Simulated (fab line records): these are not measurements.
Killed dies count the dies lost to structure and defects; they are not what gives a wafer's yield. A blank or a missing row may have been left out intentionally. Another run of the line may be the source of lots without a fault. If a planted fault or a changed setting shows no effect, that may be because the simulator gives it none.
fab line records ; flow rit-cmos
record lots=14; wafers=42; last-day=8
route steps=202 shown M1@189
lots that met no fault: taken from a fault-free run of the same line
start-h: hours from the record's first day to the start of the lot's first wafer shown ; wait-h: hours elapsed since this lot's preceding step ; " the same as in the row above ; L1.1+2: several wafers, shown together as one row ; - either no value or no given start ; * or withheld: withheld ; < > ~ a bound
route shown NAME@n: a module of which the file shows steps, and the number in the route of the first ; usual: average and standard deviation across the fault-free wafers ; same: alike in all rows ; chamber/n: place in a boat ; sites: the reading at each site ; _std_site: standard deviation of those values ; _edge_site: inner sites' mean taken away from outer sites' mean ; radius-mm: how far each site lies from the wafer's centre ; mask NAME#n: copy n ; behind: the most recent tool/chamber to have shaped the wafer ; hold: cause of the lot's hold/its duration in hours/its outcome ; device: which transistor (n, p or np) failed to switch ; end of line: tests of these same wafers at the route's end ; where a step has no rows: the recipe by itself ; killed: count of dies lost to structure and defects at first sort (not the wafer's yield) ; map: shows each die of a wafer: x if killed, . if not, _ if none is there
set.NAME: the run value of the setting; set.NAME@STEP: its run value at that earlier step ; model.NAME: the simulator's own value behind a step, which no gauge read
route steps across a sampled set of lots; one table per step, one row per wafer
## steps
# step RIT_M1_SOFTBAKE_05
# recipe resist=NOVOLAK; temp-c=90; time-s=60
# usual heater-power-total-W=34.57/0.051; plate-temp-C=90.00/0.11
lot.wafer;tool;chamber;start-h;wait-h;heater-power-total-W;plate-temp-C
L138.3;litho-track-03;0;58.42;0.1;34.54;90.18
L138.5;litho-track-03;0;58.42;0.1;34.57;90.11
L138.6;litho-track-03;0;58.42;0.1;34.57;90.01
L139.2;litho-track-04;0;63.31;0.1;34.48;89.88
L139.4;litho-track-04;0;63.31;0.1;34.58;89.94
L139.6;litho-track-04;0;63.31;0.1;34.60;90.06
L140.3;litho-track-04;0;65.38;0.1;34.48;90.14
L140.5;litho-track-04;0;65.38;0.1;34.61;90.05
L140.6;litho-track-04;0;65.38;0.1;34.56;89.96
L141.3;litho-track-04;0;76.84;0.1;34.60;89.80
L141.4;litho-track-04;0;76.84;0.1;34.50;89.84
L141.6;litho-track-04;0;76.84;0.1;34.57;89.85
L144.2;litho-track-04;0;90.22;0.1;34.58;89.98
L144.3;litho-track-04;0;90.22;0.1;34.53;90.02
L144.4;litho-track-04;0;90.22;0.1;34.66;90.11
L143.2;litho-track-03;0;90.44;0.1;34.55;89.98
L143.3;litho-track-03;0;90.44;0.1;34.52;89.96
L143.6;litho-track-03;0;90.44;0.1;34.54;90.11
L146.1;litho-track-01;0;105.40;0.1;34.54;89.78
L146.4;litho-track-01;0;105.40;0.1;34.51;89.85
L146.5;litho-track-01;0;105.40;0.1;34.64;89.91
L147.3;litho-track-01;0;108.01;0.1;34.51;90.04
L147.5;litho-track-01;0;108.01;0.1;34.64;89.99
L147.6;litho-track-01;0;108.01;0.1;34.59;90.13
L149.3;litho-track-01;0;119.44;0.1;34.51;90.02
L149.5;litho-track-01;0;119.44;0.1;34.55;90.04
L149.6;litho-track-01;0;119.44;0.1;34.64;90.09
L151.1;litho-track-03;0;124.74;0.1;34.50;89.92
L151.2;litho-track-03;0;124.74;0.1;34.51;90.02
L151.3;litho-track-03;0;124.74;0.1;34.57;89.91
L153.2;litho-track-03;0;132.23;0.1;34.48;89.96
L153.3;litho-track-03;0;132.23;0.1;34.56;89.95
L153.5;litho-track-03;0;132.23;0.1;34.63;90.05
L158.1;litho-track-03;0;163.37;0.1;33.67;88.33
L158.2;litho-track-03;0;163.37;0.1;33.69;88.29
L158.4;litho-track-03;0;163.37;0.1;33.70;88.27
L159.1;litho-track-03;0;167.59;0.1;33.62;88.50
L159.2;litho-track-03;0;167.59;0.1;33.72;88.39
L159.3;litho-track-03;0;167.59;0.1;33.73;88.40
L161.1;litho-track-01;0;185.55;0.1;34.59;89.95
L161.2;litho-track-01;0;185.55;0.1;34.60;89.98
L161.6;litho-track-01;0;185.55;0.1;34.56;90.03
# step RIT_M1_PROBE_99
# usual defect-limited-yield=97.6/1.2; killed-at-contacts=0.1/0.23; killed-at-front-end=6/3.1; killed-dies=6/3.1; killed-open=3.2/1.9; killed-short=3.2/2.1; sort_bin_3_pad_short=0.1/0.22; sort_bin_5_function=1.5/0.86; sort_bin_6_memory=0.9/0.61; sort-n-pass=258/3.1; sort-yield-pct=97.6/1.2
# same gross-dies=264; killed_at_M0_to_M3=0; killed_at_M4_up=0; killed-at-back-side=0; killed-at-other=0
lot.wafer;tool;chamber;start-h;wait-h;defect-limited-yield[%];killed-at-contacts;killed-at-front-end;killed-dies;killed-open;killed-short;sort_bin_3_pad_short[%];sort_bin_5_function[%];sort_bin_6_memory[%];sort-n-pass;sort-yield-pct[%]
L138.3;prober-02;-;61.71;0.2;98.9;0;3;3;2;1;0;0.8;0.4;261;98.9
L138.5;prober-02;-;61.81;0.2;97.7;0;6;6;4;2;0;1.9;0.4;258;97.7
L138.6;prober-02;-;61.86;0.2;93.9;0;16;16;9;7;0.4;4.9;0.8;248;93.9
L139.2;prober-01;-;66.70;0.1;99.2;0;2;2;2;0;0;0.8;0;262;99.2
L139.4;prober-01;-;66.80;0.2;97.3;0;7;7;4;3;0;2.3;0.4;257;97.3
L139.6;prober-01;-;66.90;0.2;97.0;0;8;8;3;5;0;1.9;1.1;256;97.0
L140.3;prober-02;-;68.79;0.2;94.3;0;15;15;6;9;0;3.8;1.9;249;94.3
L140.5;prober-02;-;68.89;0.2;98.1;0;5;5;3;2;0;1.1;0.8;259;98.1
L140.6;prober-02;-;68.94;0.2;98.9;0;3;3;0;3;0;1.1;0;261;98.9
L141.3;prober-01;-;80.30;0.2;97.7;0;6;6;6;0;0;1.9;0.4;258;97.7
L141.4;prober-01;-;80.35;0.2;97.0;0;8;8;4;4;0;2.3;0.8;256;97.0
L141.6;prober-01;-;80.45;0.2;97.3;0;7;7;3;4;0;1.5;1.1;257;97.3
L144.2;prober-01;-;93.86;0.1;97.7;0;6;6;3;3;0;2.3;0;258;97.7
L144.3;prober-01;-;93.91;0.2;99.6;0;1;1;1;0;0;0.4;0;263;99.6
L144.4;prober-01;-;93.96;0.2;97.3;0;7;7;3;4;0.4;0.8;1.5;257;97.3
L143.2;prober-02;-;95.36;0.1;98.5;0;4;4;3;1;0;0.8;0.8;260;98.5
L143.3;prober-02;-;95.41;0.2;98.5;0;4;4;0;4;0.4;0.4;0.8;260;98.5
L143.6;prober-02;-;95.56;0.2;98.1;0;5;5;3;2;0;1.1;0.8;259;98.1
L146.1;prober-02;-;108.72;0.1;97.3;0;7;7;4;3;0;0.8;1.9;257;97.3
L146.4;prober-02;-;108.87;0.2;97.7;1;5;6;2;4;0;1.5;0.8;258;97.7
L146.5;prober-02;-;108.92;0.2;97.3;1;6;7;3;4;0;1.9;0.8;257;97.3
L147.3;prober-01;-;111.66;0.2;99.2;0;2;2;1;1;0;0.8;0;262;99.2
L147.5;prober-01;-;111.76;0.2;98.5;0;4;4;2;2;0;0.8;0.8;260;98.5
L147.6;prober-01;-;111.81;0.2;98.9;0;3;3;0;3;0.8;0.4;0;261;98.9
L149.3;prober-01;-;123.03;0.2;98.5;0;4;4;4;0;0;1.1;0.4;260;98.5
L149.5;prober-01;-;123.13;0.2;96.2;0;10;10;5;4;0;0.8;3.0;254;96.2
L149.6;prober-01;-;123.18;0.2;98.1;0;5;5;3;2;0.4;0.8;0.8;259;98.1
L151.1;prober-01;-;158.74;0.1;95.1;0;13;13;6;7;1.1;3.0;0.8;251;95.1
L151.2;prober-01;-;158.79;0.1;98.9;0;3;3;2;1;0;0.8;0.4;261;98.9
L151.3;prober-01;-;158.84;0.2;97.3;0;7;7;2;5;0.4;1.9;0.4;257;97.3
L153.2;prober-02;-;159.09;0.3;98.5;0;4;4;3;1;0;0.8;0.8;260;98.5
L153.3;prober-02;-;159.14;0.3;97.0;0;8;8;5;3;0.4;1.9;0.8;256;97.0
L153.5;prober-02;-;159.24;0.4;97.3;1;6;7;2;5;0;1.9;0.8;257;97.3
L158.1;prober-02;-;166.78;0.1;96.6;0;9;9;5;4;0.4;1.5;1.5;255;96.6
L158.2;prober-02;-;166.83;0.1;92.8;0;19;19;10;9;0;4.9;2.3;245;92.8
L158.4;prober-02;-;166.93;0.2;97.0;0;8;8;4;4;0;2.7;0.4;256;97.0
L159.1;prober-01;-;171.13;0.1;98.9;0;3;3;2;1;0;0.4;0.8;261;98.9
L159.2;prober-01;-;171.18;0.1;97.3;0;7;7;2;4;0;1.9;0.8;257;97.3
L159.3;prober-01;-;171.23;0.2;98.1;0;5;5;2;3;0;1.1;0.8;259;98.1
L161.1;prober-02;-;188.79;0.1;98.5;0;4;4;2;2;0;1.1;0.4;260;98.5
L161.2;prober-02;-;188.84;0.1;98.1;0;5;5;2;3;0;0.8;1.1;259;98.1
L161.6;prober-02;-;189.04;0.2;98.1;0;5;5;4;1;0;0.8;1.1;259;98.1
# killed by level:class
L138.3 GATE:geometric-particle:open=1 GATE:geometric-particle:short=1 SILICIDE:geometric-particle:open=1
L138.5 SPACER:geometric-particle:open=3 FOX1:geometric-particle:short=1 GATE:geometric-particle:short=1 SILICIDE:geometric-particle:open=1
L138.6 GATE:geometric-particle:open=4 GATE:geometric-particle:short=3 REOX:geometric-particle:short=2 REOX:geometric-particle:open=2 SPACER:geometric-particle:open=2 SILICIDE:geometric-particle:short=2 SILICIDE:geometric-particle:open=1
L139.2 GATE:geometric-particle:open=2
L139.4 SPACER:geometric-particle:open=2 FOX2:geometric-particle:open=1 GATE:geometric-particle:short=1 REOX:geometric-particle:open=1 SPACER:geometric-particle:short=1 SILICIDE:geometric-particle:short=1
L139.6 FOX2:geometric-particle:short=3 GATE:geometric-particle:open=2 GATE:geometric-particle:short=2 FOX2:geometric-particle:open=1
L140.3 REOX:geometric-particle:short=4 GATE:geometric-particle:short=3 REOX:geometric-particle:open=2 SPACER:geometric-particle:open=2 SPACER:geometric-particle:short=2 FOX1:geometric-particle:open=1 GATE:geometric-particle:open=1
L140.5 FOX1:geometric-particle:open=1 FOX2:geometric-particle:short=1 GATE:geometric-particle:short=1 REOX:geometric-particle:open=1 SPACER:geometric-particle:open=1
L140.6 FOX1:geometric-particle:short=1 GATE:geometric-particle:short=1 SILICIDE:geometric-particle:short=1
L141.3 GATE:geometric-particle:open=4 FOX2:geometric-particle:open=1 SPACER:geometric-particle:open=1
L141.4 GATE:geometric-particle:short=2 ACTIVE:geometric-particle:open=1 FOX2:geometric-particle:short=1 FOX2:geometric-particle:open=1 GATE:geometric-particle:open=1 REOX:geometric-particle:open=1 SPACER:geometric-particle:short=1
L141.6 GATE:geometric-particle:short=2 GATE:geometric-particle:open=2 FOX2:geometric-particle:short=1 SPACER:geometric-particle:short=1 SPACER:geometric-particle:open=1
L144.2 FOX1:geometric-particle:short=2 FOX1:geometric-particle:open=1 GATE:geometric-particle:short=1 GATE:geometric-particle:open=1 SILICIDE:geometric-particle:open=1
L144.3 SPACER:geometric-particle:open=1
L144.4 FOX1:geometric-particle:short=2 REOX:geometric-particle:open=2 SPACER:geometric-particle:short=2 FOX1:geometric-particle:open=1
L143.2 FOX1:geometric-particle:open=1 GATE:geometric-particle:short=1 GATE:geometric-particle:open=1 REOX:geometric-particle:open=1
L143.3 GATE:geometric-particle:short=3 SILICIDE:geometric-particle:short=1
L143.6 GATE:geometric-particle:open=2 FOX1:geometric-particle:open=1 FOX1:geometric-particle:short=1 SILICIDE:geometric-particle:short=1
L146.1 REOX:geometric-particle:open=3 GATE:geometric-particle:short=2 GATE:geometric-particle:open=1 SPACER:geometric-particle:short=1
L146.4 GATE:geometric-particle:open=2 GATE:geometric-particle:short=2 FOX2:geometric-particle:short=1 CONTACT:geometric-particle:short=1
L146.5 SPACER:geometric-particle:open=2 FOX1:geometric-particle:short=1 FOX2:geometric-particle:open=1 FOX2:geometric-particle:short=1 GATE:geometric-particle:short=1 CONTACT:geometric-particle:short=1
L147.3 GATE:geometric-particle:open=1 SILICIDE:geometric-particle:short=1
L147.5 FOX1:geometric-particle:open=1 FOX2:geometric-particle:open=1 SPACER:geometric-particle:short=1 SILICIDE:geometric-particle:short=1
L147.6 GATE:geometric-particle:short=1 SPACER:geometric-particle:short=1 SILICIDE:geometric-particle:short=1
L149.3 FOX1:geometric-particle:open=2 REOX:geometric-particle:open=2
L149.5 GATE:geometric-particle:open=3 ACTIVE:geometric-particle:short=1 FOX2:geometric-particle:open=1 FOX2:geometric-particle:short=1 GATE:geometric-particle:short=1 REOX:geometric-particle:open=1 REOX:geometric-particle:short=1 PLDD:coat-microbubble-printed=1
L149.6 GATE:geometric-particle:open=3 GATE:geometric-particle:short=1 REOX:geometric-particle:short=1
L151.1 GATE:geometric-particle:open=3 GATE:geometric-particle:short=3 REOX:geometric-particle:short=2 FOX1:geometric-particle:short=1 FOX2:geometric-particle:short=1 FOX2:geometric-particle:open=1 REOX:geometric-particle:open=1 SILICIDE:geometric-particle:open=1
L151.2 GATE:geometric-particle:open=2 FOX2:geometric-particle:short=1
L151.3 REOX:geometric-particle:short=3 FOX2:geometric-particle:short=2 FOX1:geometric-particle:open=1 FOX2:geometric-particle:open=1
L153.2 GATE:geometric-particle:open=1 GATE:geometric-particle:short=1 REOX:geometric-particle:open=1 SPACER:geometric-particle:open=1
L153.3 GATE:geometric-particle:open=4 FOX1:geometric-particle:open=1 FOX2:geometric-particle:short=1 REOX:geometric-particle:short=1 SILICIDE:geometric-particle:short=1
L153.5 FOX2:geometric-particle:short=2 GATE:geometric-particle:short=2 GATE:geometric-particle:open=1 SPACER:geometric-particle:short=1 CONTACT:geometric-particle:open=1
L158.1 GATE:geometric-particle:short=2 SILICIDE:geometric-particle:open=2 FOX1:geometric-particle:short=1 FOX1:geometric-particle:open=1 GATE:geometric-particle:open=1 SPACER:geometric-particle:open=1 SILICIDE:geometric-particle:short=1
L158.2 GATE:geometric-particle:short=6 REOX:geometric-particle:open=4 GATE:geometric-particle:open=3 FOX1:geometric-particle:short=2 FOX1:geometric-particle:open=2 FOX2:geometric-particle:open=1 SPACER:geometric-particle:short=1
L158.4 GATE:geometric-particle:open=3 GATE:geometric-particle:short=2 REOX:geometric-particle:short=1 SPACER:geometric-particle:short=1 SPACER:geometric-particle:open=1
L159.1 GATE:geometric-particle:short=1 GATE:geometric-particle:open=1 SPACER:geometric-particle:open=1
L159.2 SPACER:geometric-particle:short=2 FOX1:geometric-particle:short=1 GATE:geometric-particle:short=1 REOX:geometric-particle:open=1 SPACER:geometric-particle:open=1 PRETRO:coat-microbubble-printed=1
L159.3 REOX:geometric-particle:short=2 GATE:geometric-particle:short=1 GATE:geometric-particle:open=1 SILICIDE:geometric-particle:open=1
L161.1 FOX2:geometric-particle:open=1 GATE:geometric-particle:short=1 SPACER:geometric-particle:short=1 SPACER:geometric-particle:open=1
L161.2 GATE:geometric-particle:short=3 FOX2:geometric-particle:open=1 GATE:geometric-particle:open=1
L161.6 GATE:geometric-particle:open=3 GATE:geometric-particle:short=1 SPACER:geometric-particle:open=1
## key
first-sign step=RIT_M1_SOFTBAKE_05; reading=heater-power-total-W; direction=down; sigmas=17; usual=34.57; struck=33.69
effect step=RIT_M1_SOFTBAKE_05; reading=plate-temp-C; direction=down; sigmas=15; usual=*; struck=*
met-at RIT_M1_SOFTBAKE_05
struck-lots L158,L159
onset-between 132.23 163.37
fault kind=process-parameter-drift; tool=litho-track-03; chamber=-; onset-h=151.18; steps=RIT_M1_SOFTBAKE_05; channel=temp-c; offset=*; shape=step; end-h=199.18; acts-in=*; stated=*
